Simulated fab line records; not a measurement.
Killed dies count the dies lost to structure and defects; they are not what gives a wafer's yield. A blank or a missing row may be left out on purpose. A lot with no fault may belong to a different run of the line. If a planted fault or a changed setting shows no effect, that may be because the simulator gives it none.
Commonality check across tools ; flow ritCmos ; Sample size 15 lots and 45 wafers

== WHY THIS WAS OPENED ==
3 of 15 lots carry a flag on the reading ACTIVE_OXIDE_THK at RIT_ACTIVE_THK_MEAS_02. Fault-free wafers read 44.9 nm, with a standard deviation of 0.75.
Rule: a lot gets a flag if all its wafers with a number sit over 4 standard deviations from that mean, or if no wafer of it has a number. The rest of the lots are taken to be sound.

lot;measured;on;ACTIVE_OXIDE_THK (nm), wafer by wafer;flag
L955;day 1 12:04;filmMetro-02;43.9 44.2 43.8;
L956;day 1 17:58;filmMetro-02;46.0 46.1 46.0;
L959;day 2 08:04;filmMetro-04;46.1 45.5 45.8;
L960;day 2 13:03;filmMetro-01;44.7 44.2 44.6;
L961;day 2 18:04;filmMetro-02;43.8 44.0 44.1;
L962;day 3 01:10;filmMetro-02;70.2 69.6 69.7;FLAGGED
L963;day 3 06:09;filmMetro-04;71.7 71.7 70.8;FLAGGED
L965;day 3 14:04;filmMetro-02;43.9 44.3 44.4;
L968;day 4 05:03;filmMetro-02;44.8 44.7 44.9;
L969;day 4 13:04;filmMetro-02;70.0 71.9 70.9;FLAGGED
L973;day 5 06:03;filmMetro-02;45.3 45.1 46.0;
L974;day 5 11:58;filmMetro-01;44.0 44.2 44.5;
L975;day 5 16:05;filmMetro-04;44.6 44.2 44.5;
L976;day 5 21:03;filmMetro-02;44.9 44.7 45.5;
L977;day 6 02:07;filmMetro-02;45.0 45.2 45.4;
The numbers of the flagged lots are 70.7 nm on average: +25.8 nm against the usual, or +34 standard deviations.

== EACH LOT AND THE TOOL IT RAN ON ==
The record keeps 1 process step preceding the reading, out of 202 steps on the route. Cell contents, in order: the tool; ch with the chambers the sampled wafers went through; the start.
lot;flag;RIT_ACTIVE_OXIDATION_01
L955;;furnace-04 ch 0, day 1 10:07
L956;;furnace-03 ch 0, day 1 16:01
L959;;furnace-01 ch 0, day 2 06:07
L960;;furnace-04 ch 0, day 2 11:07
L961;;furnace-04 ch 0, day 2 16:07
L962;FLAGGED;furnace-01 ch 0, day 2 21:07 and furnace-04 ch 0, day 2 23:13
L963;FLAGGED;furnace-01 ch 0, day 3 02:07 and furnace-03 ch 0, day 3 04:13
L965;;furnace-03 ch 0, day 3 12:07
L968;;furnace-04 ch 0, day 4 03:07
L969;FLAGGED;furnace-01 ch 0, day 4 08:07
L973;;furnace-04 ch 0, day 5 04:07
L974;;furnace-01 ch 0, day 5 10:02
L975;;furnace-01 ch 0, day 5 14:07
L976;;furnace-03 ch 0, day 5 19:07
L977;;furnace-01 ch 0, day 6 00:10
What is done by these steps:
- RIT_ACTIVE_OXIDATION_01: target thk 46.8 nm, ox time 3200 s.
- RIT_ACTIVE_THK_MEAS_02

== FLAGGED AGAINST TOTAL, ONE TOOL AT A TIME (gauges that did the reading follow at the end) ==
step;tool;lots run;flagged;share of the flagged lots;sound lots run after its first flagged lot
RIT_ACTIVE_OXIDATION_01;furnace-01;7;3;all;3 (L974,L975,L977)
RIT_ACTIVE_OXIDATION_01;furnace-03;4;1;some;2 (L965,L976)
RIT_ACTIVE_OXIDATION_01;furnace-04;6;1;some;2 (L968,L973)
RIT_ACTIVE_THK_MEAS_02;filmMetro-01;2;0;none;-
RIT_ACTIVE_THK_MEAS_02;filmMetro-02;10;2;some;5 (L965,L968,L973,L976,L977)
RIT_ACTIVE_THK_MEAS_02;filmMetro-04;3;1;some;1 (L975)

== WHAT THE TABLE ALLOWS ==
1 row of the table ran every flagged lot: furnace-01 at RIT_ACTIVE_OXIDATION_01.
- furnace-01 at RIT_ACTIVE_OXIDATION_01: 3 of its 7 lots flagged. Sound lots followed the first flagged one (L974, L975, L977) on it, something a lasting fault affecting the whole tool could not allow.
None of the table's rows ran every flagged lot and, after the first, no sound lot.

== WHAT HAD BEEN PUT IN BY THE SIMULATOR ==
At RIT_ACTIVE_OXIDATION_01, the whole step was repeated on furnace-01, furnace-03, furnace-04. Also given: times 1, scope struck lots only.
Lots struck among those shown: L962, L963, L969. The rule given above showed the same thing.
